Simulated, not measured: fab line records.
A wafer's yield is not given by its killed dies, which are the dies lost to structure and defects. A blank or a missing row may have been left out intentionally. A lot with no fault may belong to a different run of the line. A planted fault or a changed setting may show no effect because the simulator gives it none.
Commonality check across tools + flow berkeley cmos170 + Sampled: 13 lots, 39 wafers

## REASON FOR OPENING
UCB170_V1_THK_MEAS_04, reading V1_POLISHED_THK: flagged on 4 of 13 lots. Wafers without a fault read 1000.7 nm, standard deviation 1.3.
Rule: flag the lot when none of its wafers has a number, or when each of its wafers that has one lies beyond 4 standard deviations from that mean. The other lots count as sound.

| lot  | measured     | on            | V1_POLISHED_THK (nm), wafer by wafer | flag    |
|------|--------------|---------------|--------------------------------------|---------|
| L868 | day 7 07:11  | film metro-03 | 1000.9 1000.9 1000.5                 |         |
| L867 | day 7 07:30  | film metro-04 | 1002.4 1000.4 1001.8                 |         |
| L871 | day 7 14:09  | film metro-03 | 1339.9 1356.7 1348.1                 | FLAGGED |
| L872 | day 7 20:56  | film metro-03 | 1333.3 1336.0 1339.7                 | FLAGGED |
| L875 | day 8 12:05  | film metro-03 | 1341.8 1363.3 1344.9                 | FLAGGED |
| L874 | day 8 12:23  | film metro-04 | 1341.2 1355.9 1357.8                 | FLAGGED |
| L881 | day 9 15:31  | film metro-03 | 999.4 1000.3 999.5                   |         |
| L885 | day 10 18:50 | film metro-02 | 1002.0 1002.5 999.3                  |         |
| L887 | day 11 06:20 | film metro-04 | 1001.6 999.4 999.9                   |         |
| L886 | day 11 06:20 | film metro-03 | 1000.7 1001.5 1000.9                 |         |
| L888 | day 11 13:21 | film metro-04 | 999.3 1000.0 1001.0                  |         |
| L889 | day 11 23:31 | film metro-03 | 1001.6 999.0 999.6                   |         |
| L890 | day 11 23:32 | film metro-02 | 1000.7 1000.3 1001.2                 |         |
The numbers of the flagged lots are 1346.5 nm on average: +345.8 nm against the usual, or +99 or more standard deviations.

## WHICH TOOL RAN EACH LOT
Before the reading, the record contains 2 process steps out of a 331-step route. Cell contents, in order: the tool; ch with the chambers the sampled wafers went through; the start.
| lot  | flag    | UCB170_SDANNEAL_RTA_00           | UCB170_V1_CMP_02              |
|------|---------|----------------------------------|-------------------------------|
| L868 |         | rtp anneal-02 ch 0, day 6 16:34  | cmp-02 ch 1,2,3, day 7 06:46  |
| L867 |         | rtp anneal-02 ch 0, day 6 19:23  | cmp-02 ch 2,3, day 7 07:04    |
| L871 | FLAGGED | rtp anneal-02 ch 0, day 7 01:14  | cmp-01 ch 0,1,3, day 7 13:53  |
| L872 | FLAGGED | rtp anneal-01 ch 0, day 7 08:52  | cmp-01 ch 0,1,3, day 7 20:31  |
| L875 | FLAGGED | rtp anneal-01 ch 0, day 7 21:47  | cmp-01 ch 0,1,3, day 8 11:44  |
| L874 | FLAGGED | rtp anneal-01 ch 0, day 7 23:11  | cmp-01 ch 1,3, day 8 11:56    |
| L881 |         | rtp anneal-02 ch 0, day 9 04:37  | cmp-02 ch 0,3, day 9 15:08    |
| L885 |         | rtp anneal-02 ch 0, day 10 04:53 | cmp-01 ch 0,1,3, day 10 18:31 |
| L887 |         | rtp anneal-02 ch 0, day 10 18:29 | cmp-02 ch 0,1,3, day 11 05:54 |
| L886 |         | rtp anneal-01 ch 0, day 10 18:20 | cmp-01 ch 0,2, day 11 05:57   |
| L888 |         | rtp anneal-01 ch 0, day 10 23:37 | cmp-02 ch 0,1,2, day 11 12:56 |
| L889 |         | rtp anneal-01 ch 0, day 11 11:10 | cmp-01 ch 0,2,3, day 11 23:09 |
| L890 |         | rtp anneal-02 ch 0, day 11 10:51 | cmp-02 ch 0,1, day 11 23:06   |
What is done by these steps:
- UCB170_SDANNEAL_RTA_00: time 10 s.
- UCB170_V1_CMP_02: polishes SiO2.
- UCB170_V1_THK_MEAS_04

## FLAGGED OVER TOTAL, TOOL BY TOOL (the gauges that took the reading come last)
| step                   | tool          | lots run | flagged | share of the flagged lots | sound lots run after its first flagged lot |
|------------------------|---------------|----------|---------|---------------------------|--------------------------------------------|
| UCB170_SDANNEAL_RTA_00 | rtp anneal-01 | 6        | 3       | some                      | 3 (L886,L888,L889)                         |
| UCB170_SDANNEAL_RTA_00 | rtp anneal-02 | 7        | 1       | some                      | 4 (L881,L885,L887,L890)                    |
| UCB170_V1_CMP_02       | cmp-01        | 7        | 4       | all                       | 3 (L885,L886,L889)                         |
| UCB170_V1_CMP_02       | cmp-02        | 6        | 0       | none                      | -                                          |
| UCB170_V1_THK_MEAS_04  | film metro-02 | 2        | 0       | none                      | -                                          |
| UCB170_V1_THK_MEAS_04  | film metro-03 | 7        | 3       | some                      | 3 (L881,L886,L889)                         |
| UCB170_V1_THK_MEAS_04  | film metro-04 | 4        | 1       | some                      | 2 (L887,L888)                              |

## WHAT THE TABLE ALLOWS
Rows of the table that ran each flagged lot: 1, that is cmp-01 at UCB170_V1_CMP_02.
- cmp-01 at UCB170_V1_CMP_02 ran 7 lots, 4 of them flagged. Lots that were sound ran on it after the first flagged one (L885, L886, L889); a persistent fault on the entire tool would not allow that.
Not one row of the table ran every flagged lot while running no sound lot after the first.

## WHAT HAD BEEN PUT IN BY THE SIMULATOR
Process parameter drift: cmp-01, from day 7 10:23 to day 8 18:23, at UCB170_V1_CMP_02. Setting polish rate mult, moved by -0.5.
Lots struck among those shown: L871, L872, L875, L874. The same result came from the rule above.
